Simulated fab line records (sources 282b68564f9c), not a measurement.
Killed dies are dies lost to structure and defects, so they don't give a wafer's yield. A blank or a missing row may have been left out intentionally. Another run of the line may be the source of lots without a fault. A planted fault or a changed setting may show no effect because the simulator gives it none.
A lot that was struck, set against a sound lot :: flow rit cmos :: 18 out of 202 route steps
Sound: wafers L391.4, L391.5, L391.6. Wafers struck: L388.3, L388.5, L388.6. Last of all comes the cause.
At each step with rows: each side's tool, then ch and its chambers, then its first start. Under that, the readings that differ: sound wafers :: struck wafers :: difference of the means :: sigmas: that difference in standard deviations of wafers without a fault.
alike: same words and numbers on both sides, and readings whose means sit less than 2 such deviations apart. not compared: any withheld reading, any reading some wafer has no value for, any bound like >300 that may hide the same value, and any number with overlapping values for which the record gives no deviation.
The two part at a step that has a row with sigmas, a row that says differs or no value, or rows on one side only. Non-overlapping numbers with no deviation appear without sigmas and do not part them. A reading missing from all wafers of one side parts the sides only when that side holds two or more wafers.

first, 3 steps without rows for these wafers: RIT_ACTIVE_CLEAN_16 (cleans in dHF, time 30 s); RIT_ACTIVE_CLEAN_17 (cleans in SC2, time 600 s); RIT_FOX1_OXIDATION_00 (target thk 350.7 nm, ox time 1130 s).
RIT_FOX1_THK_MEAS_01:
  sound: film metro-01 at day 4 10:41; struck: film metro-02 at day 3 20:23
  alike: FOX1_OXIDE_THK
then, 2 steps without rows for these wafers: RIT_FOX1_WET_ETCH_02 (etches SiO2 in BOE, target depth 350 nm, time 390 s); RIT_FOX2_OXIDATION_00 (target thk 350.7 nm, ox time 1130 s).
RIT_FOX2_THK_MEAS_01:
  sound: film metro-01 at day 4 12:10; struck: film metro-04 at day 3 21:53
  alike: FOX2_OXIDE_THK
then, 2 steps without rows for these wafers: RIT_FOX2_CLEAN_02 (cleans in dHF, time 180 s); RIT_FOX2_WET_ETCH_03 (etches Si3N4 in H3PO4, target depth 195 nm, time 2700 s).
RIT_FOX2_THK_MEAS_90:
  sound: film metro-04 at day 4 13:03; struck: film metro-01 at day 3 22:46
  alike: FIELD_OXIDE_LEFT_1_THK
then, 2 steps without rows for these wafers: RIT_NWELL_HMDS_00 (prime time 62.11 s); RIT_NWELL_COAT_01 (resist thk 1300 nm).
RIT_NWELL_SOFTBAKE_02: time 60 s.
  sound on litho track-04 ch 0, day 4 13:27; struck on litho track-03 ch 0, day 3 23:10
reading: run length s (s)
sound: 88.91 89.13 89.11
struck: 129.73 129.45 129.49
difference: +40.51
sigmas: +99 or more

reading: model.NOVOLAK_of_NWELL_COAT_01.thk nm (nm)
sound: 1303 1300 1299
struck: 1290 1286 1289
difference: -12
sigmas: 
  alike: heater power total W
then, 2 steps without rows for these wafers: RIT_NWELL_EXPOSE_03 (exposes mask M2, target cd 43900 nm); RIT_NWELL_PEB_04.
RIT_NWELL_DEVELOP_05: develop time 68 s.
  sound on litho track-03 ch 0; struck on litho track-01 ch 0
reading: model.NOVOLAK_of_NWELL_COAT_01.thk nm (nm)
sound: 1302 1300 1299
struck: 1290 1286 1289
difference: -12
sigmas: 
RIT_NWELL_OVL_MEAS_06:
  sound: overlay-01 at day 4 13:59; struck: overlay-01 at day 3 23:52
  alike: NWELL_OVL
next, for these wafers, 1 step has no rows: RIT_M1_PROBE_99.

## WHERE THEY PART
Only at RIT_NWELL_SOFTBAKE_02, within this record. Later steps at which nothing parts them and some readings are alike: RIT_NWELL_OVL_MEAS_06.

WHY: the cause the simulator had injected
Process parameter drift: litho track-03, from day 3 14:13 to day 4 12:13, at RIT_NWELL_SOFTBAKE_02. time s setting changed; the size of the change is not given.
